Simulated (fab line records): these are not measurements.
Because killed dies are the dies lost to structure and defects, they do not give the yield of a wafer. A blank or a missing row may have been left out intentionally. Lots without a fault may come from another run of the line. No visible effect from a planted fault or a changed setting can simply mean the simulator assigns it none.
What tool caused it?    flow berkeley cmos170    7 lots with 21 wafers sampled at 5 steps, on a route of 331 steps

== WHAT EACH GAUGE READ, for each wafer ==
UCB170_M3_BOW_MEAS_20.
lot   measured      on             M3_BOW (um)
L840  day 8 20:04   film metro-02  53 32 47
L841  day 8 22:04   film metro-03  32 31 28
L844  day 9 15:52   film metro-02  32 42 33
L848  day 10 13:49  film metro-02  28 41 31
L855  day 11 17:07  film metro-01  53 51 46
L858  day 12 05:10  film metro-02  39 33 33
L857  day 12 09:41  film metro-02  36 44 37

== EACH LOT AND THE TOOL THAT RAN IT (in order: tool; ch and the chambers of the sampled wafers; start) ==
lot   UCB170_M2_ETCH_17                   UCB170_M2_METAL_ETCH_18            UCB170_M3_METAL_ETCH_18            UCB170_M3_STRIP_19
L840  rie diel-02 ch 0,2,3, day 8 13:59   rie metal-01 ch 1, day 8 14:01     rie metal-02 ch 0,1, day 8 19:40   plasma asher-04 ch 0,1, day 8 19:51
L841  rie diel-03 ch 0,3, day 8 14:32     rie metal-04 ch 1, day 8 14:41     rie metal-02 ch 0,1, day 8 21:41   plasma asher-04 ch 0,1, day 8 21:50
L844  rie diel-03 ch 1,2, day 9 09:29     rie metal-03 ch 0,1, day 9 09:35   rie metal-01 ch 0,1, day 9 15:27   plasma asher-01 ch 0,1, day 9 15:37
L848  rie diel-03 ch 1,2,3, day 10 06:19  rie metal-04 ch 0,1, day 10 06:22  rie metal-01 ch 1, day 10 13:20    plasma asher-02 ch 0,1, day 10 13:32
L855  rie diel-04 ch 1,2,3, day 11 09:44  rie metal-01 ch 0,1, day 11 09:46  rie metal-01 ch 0,1, day 11 16:41  plasma asher-02 ch 0,1, day 11 16:53
L858  rie diel-04 ch 2,3, day 11 22:49    rie metal-04 ch 0, day 11 22:52    rie metal-02 ch 0,1, day 12 04:44  plasma asher-02 ch 0,1, day 12 04:56
L857  rie diel-03 ch 0,1,3, day 12 02:22  rie metal-04 ch 0,1, day 12 02:25  rie metal-02 ch 1, day 12 09:16    plasma asher-04 ch 0,1, day 12 09:27
- UCB170_M2_ETCH_17: etches BARC in N2/H2.
- UCB170_M2_METAL_ETCH_18: etches Al in Cl2/BCl3, stops on SiO2, target depth 1170 nm, time 195 s.
- UCB170_M3_METAL_ETCH_18: etches Al in Cl2/BCl3, stops on SiO2, target depth 1170 nm, time 195 s.
- UCB170_M3_STRIP_19: strips in O2.

== THE ANSWER, worked out from the rows above alone ==
Rule: usual is defined by the lots themselves. Put in order of their means at a reading, lots are off if they are a third of the lots or fewer, leave a main group of 4 or more, and stand apart from it by a gap of 3 or more times the standard deviation of the main group's means; of several such gaps the widest counts. The tables above print the reading to a certain number of digits; a main group whose means all agree to those digits is not used. A lot without any number at a reading at which 4 lots or more have one is off too. All remaining lots with rows at the step are treated as sound.
No lot is off at any reading shown: from this, nothing can be told.

== WHAT WAS PUT IN BY THE SIMULATOR ==
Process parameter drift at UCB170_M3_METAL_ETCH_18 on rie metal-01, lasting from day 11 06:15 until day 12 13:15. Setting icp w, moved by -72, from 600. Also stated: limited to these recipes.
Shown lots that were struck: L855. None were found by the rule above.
